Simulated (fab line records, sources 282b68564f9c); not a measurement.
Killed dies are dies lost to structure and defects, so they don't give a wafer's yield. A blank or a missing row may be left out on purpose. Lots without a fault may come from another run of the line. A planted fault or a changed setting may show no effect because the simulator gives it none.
Which tool did it? | flow rit_cmos | 14 lots, 42 wafers sampled, at 2 steps of a route of 202

WHAT THE GAUGES READ, wafer by wafer
The record holds no reading of a measuring or inspecting step that can be judged against a usual standard deviation.

WHICH TOOL RAN EACH LOT (tool, then ch and the chambers of the sampled wafers, then the start)
lot  | RIT_SDANNEAL_CLEAN_00          | RIT_M1_PROBE_99
L581 | wet_bench-04 ch 0, day 3 13:34 | prober-02, day 3 23:06
L584 | wet_bench-04 ch 1, day 4 05:31 | prober-01, day 4 15:48
L585 | wet_bench-02 ch 0, day 4 05:57 | prober-02, day 4 15:48
L586 | wet_bench-03 ch 0, day 4 18:22 | prober-01, day 5 07:09
L588 | wet_bench-04 ch 1, day 4 22:16 | prober-01, day 5 07:24
L590 | wet_bench-03 ch 1, day 5 09:32 | prober-02, day 5 20:45
L591 | wet_bench-04 ch 1, day 5 12:31 | prober-01, day 5 20:42
L592 | wet_bench-04 ch 1, day 6 00:06 | prober-01, day 6 09:32
L593 | wet_bench-04 ch 1, day 6 04:11 | prober-02, day 6 12:25
L594 | wet_bench-04 ch 2, day 6 15:50 | prober-01, day 6 23:46
L595 | wet_bench-02 ch 1, day 6 15:54 | prober-02, day 7 01:31
L596 | wet_bench-03 ch 0, day 6 18:46 | prober-01, day 7 03:01
L599 | wet_bench-03 ch 2, day 7 06:17 | prober-02, day 7 14:50
L603 | wet_bench-02 ch 3, day 7 23:32 | prober-02, day 8 07:52
- RIT_SDANNEAL_CLEAN_00: cleans in SC1, time 600 s.
- RIT_M1_PROBE_99

WHAT THE TOOLS THEMSELVES READ (means of the sampled wafers that have a number; where no wafer has one, the mark that the record gives instead)
RIT_SDANNEAL_CLEAN_00. Usual: bath_guard_temp_C 74.7 C, standard deviation 0.47; bath_heat_duty_pct 16.5 %, standard deviation 2; temp_c 75.00 C, standard deviation 0.1.
lot  | tool         | bath_guard_temp_C (C) | bath_heat_duty_pct (%) | temp_c (C) | flag
L581 | wet_bench-04 | 74.9                  | 19.6                   | 75.09      |
L584 | wet_bench-04 | 74.1                  | 15.3                   | 75.20      |
L585 | wet_bench-02 | 75.0                  | 19.0                   | 74.96      |
L586 | wet_bench-03 | 75.2                  | 15.5                   | 74.92      |
L588 | wet_bench-04 | 74.2                  | 16.4                   | 75.03      |
L590 | wet_bench-03 | 74.9                  | 14.4                   | 75.03      |
L591 | wet_bench-04 | 74.0                  | 15.7                   | 74.92      |
L592 | wet_bench-04 | 74.1                  | 15.7                   | 75.01      |
L593 | wet_bench-04 | 76.9                  | 15.9                   | 77.61      | OFF
L594 | wet_bench-04 | 77.2                  | 18.0                   | 77.58      | OFF
L595 | wet_bench-02 | 74.9                  | 18.0                   | 75.00      |
L596 | wet_bench-03 | 75.2                  | 15.7                   | 74.93      |
L599 | wet_bench-03 | 74.5                  | 15.8                   | 75.15      |
L603 | wet_bench-02 | 75.8                  | 13.6                   | 74.94      |

RIT_M1_PROBE_99. Usual: killed_at_M0_to_M3 0.0, standard deviation 0.2; killed_at_contacts 0.0, standard deviation 0.2; killed_at_front_end 6.8, standard deviation 2.9; killed_dies 6.8, standard deviation 2.9; killed_open 3.3, standard deviation 1.9; killed_short 3.5, standard deviation 2.
lot  | tool      | killed_at_M0_to_M3 | killed_at_contacts | killed_at_front_end | killed_dies | killed_open | killed_short | flag
L581 | prober-02 | 0.0                | 0.0                | 4.3                 | 4.3         | 2.3         | 1.7          |
L584 | prober-01 | 0.0                | 0.0                | 6.0                 | 6.0         | 1.7         | 4.3          |
L585 | prober-02 | 0.0                | 0.0                | 5.0                 | 5.0         | 2.7         | 2.3          |
L586 | prober-01 | 0.0                | 0.0                | 5.7                 | 5.7         | 2.0         | 3.7          |
L588 | prober-01 | 0.0                | 0.3                | 6.7                 | 7.0         | 3.7         | 3.3          |
L590 | prober-02 | 0.0                | 0.0                | 14.0                | 14.0        | 7.3         | 6.7          |
L591 | prober-01 | 0.0                | 0.0                | 7.0                 | 7.0         | 4.7         | 2.3          |
L592 | prober-01 | 0.0                | 0.0                | 9.3                 | 9.3         | 5.3         | 3.7          |
L593 | prober-02 | 0.0                | 0.0                | 5.3                 | 5.3         | 3.3         | 2.0          |
L594 | prober-01 | 0.0                | 0.3                | 4.0                 | 4.3         | 1.7         | 2.3          |
L595 | prober-02 | 0.0                | 0.0                | 4.7                 | 4.7         | 2.3         | 2.3          |
L596 | prober-01 | 0.0                | 0.0                | 8.0                 | 8.0         | 4.3         | 3.7          |
L599 | prober-02 | 0.0                | 0.0                | 8.0                 | 8.0         | 3.3         | 4.7          |
L603 | prober-02 | 0.3                | 0.0                | 4.3                 | 4.7         | 2.7         | 2.0          |

THE ANSWER, worked out from the rows above alone
Rule: a lot is off if the mean of its wafers that have a number lies more than 3 standard deviations from the usual mean. A lot without any number at a reading at which 4 lots or more have one is off too. The other lots that the step has rows for count as sound. The gauges are gone through in route order, then the tools' own readings, and for those a lot's mean is taken as printed above. The first step at which some lot is off is used, and at that step the reading that is off furthest; a lot without a number counts as furthest.
Off: L593, L594, at RIT_SDANNEAL_CLEAN_00 (temp_c).
A tool fits if, at that step or a process step before it, it ran every lot that is off, and no sound lot after the first of them. One fits: wet_bench-04 at RIT_SDANNEAL_CLEAN_00. Its last sound lot is L592 (day 6 00:06), its first lot that is off L593 (day 6 04:11): a fault that began between those two fits.
The tool's own readings at RIT_SDANNEAL_CLEAN_00 bear it out: on the lots that are off they differ by more than 5 times the standard deviation of the sound lots' means. temp_c reads 77.59 C there against 75.02 C on the sound lots.

WHAT THE SIMULATOR HAD PUT IN
Process parameter drift: wet_bench-04, from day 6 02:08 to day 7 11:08, at RIT_SDANNEAL_CLEAN_00. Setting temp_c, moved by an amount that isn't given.
Lots struck among those shown: L593, L594. The rule above found the same.
